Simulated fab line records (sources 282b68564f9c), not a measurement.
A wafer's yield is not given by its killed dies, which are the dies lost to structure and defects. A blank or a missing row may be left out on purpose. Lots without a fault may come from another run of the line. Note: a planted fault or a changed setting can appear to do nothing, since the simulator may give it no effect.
fab line records ; flow rit-cmos
record lots=15; wafers=45; last-day=7
route steps=202 shown PSD@150
lots that met no fault: from a run of the same line without faults
start-h: hours from the record's first day to the start of the lot's first wafer shown ; wait-h: hours from the lot's prior step to this one ; " as in the row above ; L1.1+2: several wafers, shown together as one row ; - value missing, or start not given ; * or withheld: withheld ; < > ~ a bound
route shown NAME@n: NAME is a module with steps in the file, n the number in the route of the first one ; usual: mean/standard deviation of fault-free wafers ; same: alike in all rows ; chamber/n: place in a boat ; sites: the reading at each site ; _std_site: their standard deviation ; _edge_site: the outer-site mean with the inner-site mean subtracted ; radius-mm: for every site, how far away it sits from the centre of the wafer ; mask NAME#n: copy n ; behind: the most recent tool/chamber to have shaped the wafer ; hold: reason for holding the lot/hours on hold/outcome of the hold ; device: the transistor (n, p or np) that didn't switch ; end of line: the route-end tests of the same wafers ; a step with no rows: only its recipe ; killed: dies lost to structure and defects at the first sort, not the wafer's yield ; map: a wafer's dies, marking killed ones x, the rest . and places with no die _
set.NAME: the run value of the setting; set.NAME@STEP: its run value at that earlier step ; model.NAME: the simulator's own value behind a step, which no gauge read
a sample of lots followed through the steps of the route, with each step as a table and each wafer as a row
services: when a tool's chamber went out of use (start-h, in hours from the record's first day, below 0 if earlier), for how many hours, and the reason
## steps
# step RIT_PSD_IMPLANT_08
# recipe species=BF2; energy-kev=27; dose-cm2=5e+15; tilt-deg=7
# usual beam-energy-keV=27.001/0.0086; dose-ions-cm2=5e+15/4.9e+12
lot.wafer;tool;chamber;start-h;wait-h;beam-energy-keV;dose-ions-cm2
L701.3;implanter-01;0;49.60;0.1;27.003;5.004e+15
L701.4;implanter-01;0;49.60;0.1;27.000;4.994e+15
L701.5;implanter-01;0;49.60;0.1;26.995;4.999e+15
L702.3;implanter-03;0;53.84;0.1;27.017;5.003e+15
L702.4;implanter-03;0;53.84;0.1;27.007;5.008e+15
L702.6;implanter-03;0;53.84;0.1;27.015;5.01e+15
L704.1;implanter-03;0;63.52;0.1;27.014;5.005e+15
L704.3;implanter-03;0;63.52;0.1;27.000;4.996e+15
L704.5;implanter-03;0;63.52;0.1;27.004;4.999e+15
L705.2;implanter-03;0;69.95;0.1;26.995;4.994e+15
L705.4;implanter-03;0;69.95;0.1;27.010;4.999e+15
L705.5;implanter-03;0;69.95;0.1;27.002;4.997e+15
L706.1;implanter-03;0;74.40;0.1;26.988;4.999e+15
L706.2;implanter-03;0;74.40;0.1;26.996;4.987e+15
L706.6;implanter-03;0;74.40;0.1;26.989;4.999e+15
L707.3;implanter-02;0;78.92;0.1;26.993;5.001e+15
L707.4;implanter-02;0;78.92;0.1;26.990;4.998e+15
L707.6;implanter-02;0;78.92;0.1;26.982;5.003e+15
L711.2;implanter-02;0;98.04;0.1;25.124;4.997e+15
L711.3;implanter-02;0;98.04;0.1;25.109;4.998e+15
L711.5;implanter-02;0;98.04;0.1;25.126;4.995e+15
L712.3;implanter-02;0;103.67;0.1;25.121;4.997e+15
L712.5;implanter-02;0;103.67;0.1;25.118;5.007e+15
L712.6;implanter-02;0;103.67;0.1;25.124;5.002e+15
L714.1;implanter-02;0;113.44;0.1;25.113;5.002e+15
L714.2;implanter-02;0;113.44;0.1;25.102;4.999e+15
L714.6;implanter-02;0;113.44;0.1;25.114;5.006e+15
L716.1;implanter-03;0;123.89;0.1;27.000;4.999e+15
L716.3;implanter-03;0;123.89;0.1;26.983;5.006e+15
L716.6;implanter-03;0;123.89;0.1;27.001;5.007e+15
L717.2;implanter-01;0;129.45;0.1;26.998;5.004e+15
L717.3;implanter-01;0;129.45;0.1;26.994;5.008e+15
L717.5;implanter-01;0;129.45;0.1;26.987;4.999e+15
L718.4;implanter-01;0;134.61;0.1;27.002;4.998e+15
L718.5;implanter-01;0;134.61;0.1;27.005;5e+15
L718.6;implanter-01;0;134.61;0.1;27.002;4.992e+15
L719.3;implanter-01;0;139.77;0.1;26.996;5.005e+15
L719.5;implanter-01;0;139.77;0.1;26.989;5e+15
L719.6;implanter-01;0;139.77;0.1;27.000;5.004e+15
L720.4;implanter-03;0;143.32;0.1;26.990;4.998e+15
L720.5;implanter-03;0;143.32;0.1;26.997;5.002e+15
L720.6;implanter-03;0;143.32;0.1;26.999;5e+15
L723.4;implanter-03;0;158.86;0.1;27.009;4.997e+15
L723.5;implanter-03;0;158.86;0.1;27.006;4.997e+15
L723.6;implanter-03;0;158.86;0.1;27.002;5.001e+15
# step RIT_SDANNEAL_RS_MEAS_04
# recipe thk-meas-gauge=four-point-probe
# usual PSD_RS=116.08/0.29
lot.wafer;tool;chamber;start-h;wait-h;PSD_RS[ohm/sq]
L701.3;film-metro-01;-;50.42;0.1;115.51
L701.4;film-metro-01;-;50.42;0.1;115.71
L701.5;film-metro-01;-;50.42;0.1;115.79
L702.3;film-metro-02;-;54.67;0.1;115.91
L702.4;film-metro-02;-;54.67;0.1;115.92
L702.6;film-metro-02;-;54.67;0.1;115.83
L704.1;film-metro-02;-;64.34;0.0;116.06
L704.3;film-metro-02;-;64.34;0.0;115.80
L704.5;film-metro-02;-;64.34;0.0;115.69
L705.2;film-metro-04;-;70.75;0.1;115.89
L705.4;film-metro-04;-;70.75;0.1;116.13
L705.5;film-metro-04;-;70.75;0.1;116.01
L706.1;film-metro-04;-;75.21;0.0;116.57
L706.2;film-metro-04;-;75.21;0.0;116.55
L706.6;film-metro-04;-;75.21;0.0;116.18
L707.3;film-metro-02;-;79.73;0.1;116.59
L707.4;film-metro-02;-;79.73;0.1;116.37
L707.6;film-metro-02;-;79.73;0.1;116.44
L711.2;film-metro-02;-;98.91;0.1;120.63
L711.3;film-metro-02;-;98.91;0.1;120.47
L711.5;film-metro-02;-;98.91;0.1;120.48
L712.3;film-metro-04;-;104.47;0.1;120.69
L712.5;film-metro-04;-;104.47;0.1;121.07
L712.6;film-metro-04;-;104.47;0.1;120.86
L714.1;film-metro-02;-;114.25;0.0;120.05
L714.2;film-metro-02;-;114.25;0.0;120.13
L714.6;film-metro-02;-;114.25;0.0;120.48
L716.1;film-metro-04;-;124.70;0.0;115.65
L716.3;film-metro-04;-;124.70;0.0;115.68
L716.6;film-metro-04;-;124.70;0.0;115.95
L717.2;film-metro-04;-;130.27;0.1;115.98
L717.3;film-metro-04;-;130.27;0.1;116.04
L717.5;film-metro-04;-;130.27;0.1;116.24
L718.4;film-metro-04;-;135.41;0.1;116.15
L718.5;film-metro-04;-;135.41;0.1;115.72
L718.6;film-metro-04;-;135.41;0.1;115.76
L719.3;film-metro-01;-;140.57;0.1;116.16
L719.5;film-metro-01;-;140.57;0.1;115.82
L719.6;film-metro-01;-;140.57;0.1;115.68
L720.4;film-metro-04;-;144.11;0.1;116.06
L720.5;film-metro-04;-;144.11;0.1;116.17
L720.6;film-metro-04;-;144.11;0.1;116.10
L723.4;film-metro-01;-;159.66;0.1;116.57
L723.5;film-metro-01;-;159.66;0.1;116.46
L723.6;film-metro-01;-;159.66;0.1;116.70
## services
tool;chamber;start-h;hours;kind
implanter-02;-;38.41;29.8;pm
implanter-02;-;77.14;0.8;repair
implanter-02;-;117.25;2.0;repair
## key
first-sign step=RIT_PSD_IMPLANT_08; reading=beam-energy-keV; direction=down; sigmas=99+; usual=27.001; struck=25.117
effect step=RIT_SDANNEAL_RS_MEAS_04; reading=PSD_RS; direction=up; sigmas=15; usual=116.08; struck=120.54
met-at RIT_PSD_IMPLANT_08
struck-lots L711,L712,L714
tester-left-out L711,L712,L714
onset-between 78.92 98.04
fault kind=process-parameter-drift; tool=implanter-02; chamber=-; onset-h=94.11; steps=RIT_PSD_IMPLANT_08; channel=energy-kev; offset=-1.89; shape=step; end-h=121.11; acts-in=these-recipes-only; stated=27
# tester-left-out: of these lots the tester's yield and bins aren't shown, on N5 and GAA mostly nor the transistor test; their killed dies are dies lost to structure and defects alone, not to doping, threshold or leakage, so they don't give the yield
